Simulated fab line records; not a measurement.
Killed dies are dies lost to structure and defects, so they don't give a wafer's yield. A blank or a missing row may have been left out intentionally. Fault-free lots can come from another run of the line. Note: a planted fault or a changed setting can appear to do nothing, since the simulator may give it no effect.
Check of tool commonality -- flow rit cmos -- 13 lots, 39 wafers sampled

== WHY IT WAS OPENED ==
RIT_PLDD_TW_MEAS_10, reading PLDD_TW: flagged on 1 of 13 lots. No-fault wafers: 2342, standard deviation 22.
Rule: flag the lot when none of its wafers has a number, or when each of its wafers that has one lies beyond 4 standard deviations from that mean. As for the other lots, they are considered sound.

lot,measured,on,"PLDD_TW, wafer by wafer",flag
L470,day 2 19:44,film metro-04,2324 2334 2333,
L471,day 2 23:55,film metro-02,2332 2333 2327,
L472,day 3 04:56,film metro-04,2335 2322 2336,
L473,day 3 11:17,film metro-04,2332 2330 2330,
L474,day 3 18:55,film metro-01,2360 2358 2372,
L476,day 4 03:29,film metro-02,2330 2329 2327,
L478,day 4 11:59,film metro-02,30 30 30,FLAGGED
L486,day 6 03:25,film metro-04,2355 2348 2349,
L488,day 6 16:44,film metro-02,2350 2346 2351,
L489,day 6 19:59,film metro-04,2344 2346 2343,
L491,day 7 10:33,film metro-04,2324 2332 2338,
L492,day 7 12:35,film metro-01,2386 2396 2385,
L493,day 7 17:26,film metro-02,2344 2343 2349,
Flagged lots average 30: -2312 relative to the usual, that is -99 or more standard deviations.

== WHICH TOOL EACH LOT WENT THROUGH ==
Before the reading, the record contains 2 process steps out of a 202-step route. Read each cell as the tool, then ch plus the chambers that the sampled wafers visited, then the start.
lot,flag,RIT_GATE_ETCH_19,RIT_PLDD_EXPOSE_03
L470,,"rie si-01 ch 0,1,3, day 2 13:16","iline stepper-02 ch 0, day 2 18:50"
L471,,"rie si-02 ch 0,2, day 2 17:44","iline stepper-02 ch 0, day 2 23:02"
L472,,"rie si-01 ch 1,2, day 2 22:18","iline stepper-02 ch 0, day 3 04:02"
L473,,"rie si-02 ch 1,2, day 3 03:59","iline stepper-01 ch 0, day 3 10:23"
L474,,"rie si-01 ch 0,1, day 3 11:23","iline stepper-02 ch 0, day 3 18:02"
L476,,"rie si-01 ch 1,2,3, day 3 21:04","iline stepper-02 ch 0, day 4 02:36"
L478,FLAGGED,"rie si-01 ch 0,2,3, day 4 05:49","iline stepper-01 ch 0, day 4 11:04"
L486,,"rie si-01 ch 0,1,3, day 5 20:51","iline stepper-01 ch 0, day 6 02:32"
L488,,"rie si-01 ch 0,1,2, day 6 10:26","iline stepper-02 ch 0, day 6 15:49"
L489,,"rie si-02 ch 2,3, day 6 13:42","iline stepper-01 ch 0, day 6 19:04"
L491,,"rie si-02 ch 0,1,3, day 7 03:53","iline stepper-02 ch 0, day 7 09:24"
L492,,"rie si-01 ch 1,3, day 7 05:37","iline stepper-01 ch 0, day 7 11:41"
L493,,"rie si-02 ch 0,3, day 7 10:31","iline stepper-01 ch 0, day 7 16:31"
What is done by these steps:
- RIT_GATE_ETCH_19: etches poly-Si in SF6/CHF3/O2, stops on SiO2, time 165 s, target depth 312.5 nm.
- RIT_PLDD_EXPOSE_03: exposes mask M8, target cd 40900 nm.
- RIT_PLDD_TW_MEAS_10

== FLAGGED OVER TOTAL, TOOL BY TOOL (the gauges that took the reading come last) ==
step,tool,lots run,flagged,share of the flagged lots,sound lots run after its first flagged lot
RIT_GATE_ETCH_19,rie si-01,8,1,all,"3 (L486,L488,L492)"
RIT_GATE_ETCH_19,rie si-02,5,0,none,-
RIT_PLDD_EXPOSE_03,iline stepper-01,6,1,all,"4 (L486,L489,L492,L493)"
RIT_PLDD_EXPOSE_03,iline stepper-02,7,0,none,-
RIT_PLDD_TW_MEAS_10,film metro-01,2,0,none,-
RIT_PLDD_TW_MEAS_10,film metro-02,5,1,all,"2 (L488,L493)"
RIT_PLDD_TW_MEAS_10,film metro-04,6,0,none,-

== WHAT IS ALLOWED BY THE TABLE ==
rie si-01 at RIT_GATE_ETCH_19, iline stepper-01 at RIT_PLDD_EXPOSE_03 and film metro-02 at RIT_PLDD_TW_MEAS_10: these 3 rows of the table ran every flagged lot.
- rie si-01 at RIT_GATE_ETCH_19 ran 8 lots, 1 of them flagged. After the first flagged lot (L486, L488, L492), sound lots still ran on it; a lasting fault on the whole tool would not permit that.
- iline stepper-01 at RIT_PLDD_EXPOSE_03 ran 6 lots, 1 of them flagged. After the first flagged lot (L486, L489, L492, L493), sound lots still ran on it; a lasting fault on the whole tool would not permit that.
- film metro-02 at RIT_PLDD_TW_MEAS_10 ran 5 lots, 1 of them flagged. After the first flagged lot (L488, L493), sound lots still ran on it; a lasting fault on the whole tool would not permit that.
None of the table's rows ran every flagged lot and, after the first, no sound lot.

== WHAT THE SIMULATOR HAD PUT IN ==
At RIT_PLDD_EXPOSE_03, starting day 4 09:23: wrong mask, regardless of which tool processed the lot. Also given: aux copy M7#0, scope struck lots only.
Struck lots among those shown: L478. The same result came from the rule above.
